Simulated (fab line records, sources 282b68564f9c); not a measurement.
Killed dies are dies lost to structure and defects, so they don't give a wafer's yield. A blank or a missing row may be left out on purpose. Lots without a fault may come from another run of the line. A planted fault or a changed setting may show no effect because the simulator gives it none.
A struck lot beside a sound one | flow rit_cmos | 43 steps out of a route of 202
Sound: wafers L972.1, L972.4, L972.6. Struck: wafers L989.1, L989.2, L989.6. The cause comes at the end.
At each step with rows: each side's tool, then ch and its chambers, then its first start. Under that, the readings that differ: sound wafers | struck wafers | difference of the means | sigmas: that difference in standard deviations of wafers without a fault.
alike: readings whose means differ by less than 2 such deviations, and words and numbers that are the same on both sides. not compared: withheld readings, readings that some wafer has no value for, bounds like >300 that may hide the same value, and numbers for which the record gives no deviation and whose values overlap.
The two part at a step that has a row with sigmas, a row that says differs or no value, or rows on one side only. Numbers that don't overlap but have no deviation are shown without sigmas and don't part them. A reading that every wafer of one side lacks parts them only if that side has two wafers or more.

RIT_ACTIVE_THK_MEAS_04:
  sound on film_metro-04, day 2 04:32; struck on film_metro-04, day 5 18:16
  reading                 | sound             | struck            | difference | sigmas
  ACTIVE_NITRIDE_THK (nm) | 149.0 147.6 148.7 | 152.0 151.4 152.0 | +3.4       | +2
then, 6 steps without rows for these wafers: RIT_ACTIVE_HMDS_05 (prime time 60 s); RIT_ACTIVE_COAT_06 (resist thk 1000 nm); RIT_ACTIVE_SOFTBAKE_07 (time 60 s); RIT_ACTIVE_EXPOSE_08 (exposes mask M1, target cd 1400 nm); RIT_ACTIVE_PEB_09; RIT_ACTIVE_DEVELOP_10 (develop time 50 s).
RIT_ACTIVE_CD_MEAS_11: target cd 1400 nm.
  sound on cd_sem-02, day 2 05:26; struck on cd_sem-02, day 5 19:18
  reading    | sound                | struck               | difference | sigmas
  cd_nm (nm) | 1401.6 1402.0 1402.1 | 1394.0 1394.5 1392.7 | -8.2       | -3
then, 1 step without rows for these wafers: RIT_ACTIVE_HARDBAKE_12 (time 60 s).
RIT_ACTIVE_ETCH_13: etches Si3N4 in SF6, stops on SiO2, time 210 s, target depth 210 nm.
  sound on rie_diel-02 ch 0,2, day 2 05:43; struck on rie_diel-01 ch 0,1, day 5 19:34
  reading                | sound          | struck         | difference | sigmas
  throttle_valve_pct (%) | 7.52 7.45 7.50 | 7.35 7.29 7.35 | -0.16      | -2
  alike: drypump_motor_current_A, oes_product_au
  not compared: rf_hours_counter_h
RIT_ACTIVE_STRIP_14: strips in O2, time 180 s.
  sound on plasma_asher-02 ch 1, day 2 05:50; struck on plasma_asher-04 ch 0,1, day 5 19:43
  alike: drypump_motor_current_A
  not compared: rf_hours_counter_h
RIT_ACTIVE_CD_MEAS_90: target cd 1400 nm.
  sound on cd_sem-01, day 2 06:01; struck on cd_sem-01, day 5 19:53
  reading    | sound                | struck               | difference | sigmas
  cd_nm (nm) | 1401.8 1402.0 1402.2 | 1394.3 1394.9 1392.9 | -8.0       | -3
RIT_ACTIVE_CLEAN_15: cleans in SC1, time 600 s.
  sound on wet_bench-02 ch 0, day 2 06:08; struck on wet_bench-02 ch 1, day 5 20:00
then, 3 steps without rows for these wafers: RIT_ACTIVE_CLEAN_16 (cleans in dHF, time 30 s); RIT_ACTIVE_CLEAN_17 (cleans in SC2, time 600 s); RIT_FOX1_OXIDATION_00 (target thk 350.7 nm, ox time 1130 s).
RIT_FOX1_THK_MEAS_01:
  sound on film_metro-03, day 2 09:36; struck on film_metro-01, day 5 22:58
  alike: FOX1_OXIDE_THK
then, 2 steps without rows for these wafers: RIT_FOX1_WET_ETCH_02 (etches SiO2 in BOE, target depth 350 nm, time 390 s); RIT_FOX2_OXIDATION_00 (target thk 350.7 nm, ox time 1168 s).
RIT_FOX2_THK_MEAS_01:
  sound on film_metro-04, day 2 11:06; struck on film_metro-02, day 6 01:16
  alike: FOX2_OXIDE_THK
then, 2 steps without rows for these wafers: RIT_FOX2_CLEAN_02 (cleans in dHF, time 180 s); RIT_FOX2_WET_ETCH_03 (etches Si3N4 in H3PO4, target depth 195 nm, time 2700 s).
RIT_FOX2_THK_MEAS_90:
  sound on film_metro-03, day 2 12:07; struck on film_metro-04, day 6 02:13
  alike: FIELD_OXIDE_LEFT_1_THK
then, 6 steps without rows for these wafers: RIT_NWELL_HMDS_00 (prime time 60 s); RIT_NWELL_COAT_01 (resist thk 1300 nm); RIT_NWELL_SOFTBAKE_02 (time 60 s); RIT_NWELL_EXPOSE_03 (exposes mask M2, target cd 43900 nm); RIT_NWELL_PEB_04; RIT_NWELL_DEVELOP_05 (develop time 68 s).
RIT_NWELL_OVL_MEAS_06:
  sound on overlay-01, day 2 13:11; struck on overlay-02, day 6 03:22
  alike: NWELL_OVL
then, 2 steps without rows for these wafers: RIT_NWELL_HARDBAKE_07 (time 120 s); RIT_NWELL_IMPLANT_08.
RIT_NWELL_STRIP_09: strips in O2, time 180 s.
  sound on plasma_asher-03 ch 0,1, day 2 13:37; struck on plasma_asher-02 ch 0,1, day 6 03:55
  alike: drypump_motor_current_A
  not compared: rf_hours_counter_h
RIT_NWELL_TW_MEAS_10:
  sound on film_metro-01, day 2 13:48; struck on film_metro-01, day 6 04:05
  alike: NWELL_TW
then, 6 steps without rows for these wafers: RIT_PWELL_HMDS_00 (prime time 60 s); RIT_PWELL_COAT_01 (resist thk 1300 nm); RIT_PWELL_SOFTBAKE_02 (time 60 s); RIT_PWELL_EXPOSE_03 (exposes mask M3, target cd 43700 nm); RIT_PWELL_PEB_04; RIT_PWELL_DEVELOP_05 (develop time 68 s).
RIT_PWELL_OVL_MEAS_06:
  sound on overlay-01, day 2 15:00; struck on overlay-02, day 6 05:01
  alike: PWELL_OVL
then, 1 step without rows for these wafers: RIT_PWELL_HARDBAKE_07 (time 120 s).
RIT_M1_PROBE_99:
  sound on prober-02, day 4 01:07; struck on prober-01, day 7 22:47
  reading             | sound  | struck   | difference | sigmas
  killed_at_front_end | 8 12 8 | 28 20 24 | +15        | +5
  killed_dies         | 8 13 8 | 29 20 24 | +15        | +5
  killed_on_rim       | 5 5 2  | 11 7 10  | +5         | +4
  alike: killed_at_M0_to_M3, killed_at_contacts, killed_open, killed_short

WHERE THEY PART
First at RIT_ACTIVE_THK_MEAS_04; last, within this record, at RIT_M1_PROBE_99.

WHY: what the simulator had put in
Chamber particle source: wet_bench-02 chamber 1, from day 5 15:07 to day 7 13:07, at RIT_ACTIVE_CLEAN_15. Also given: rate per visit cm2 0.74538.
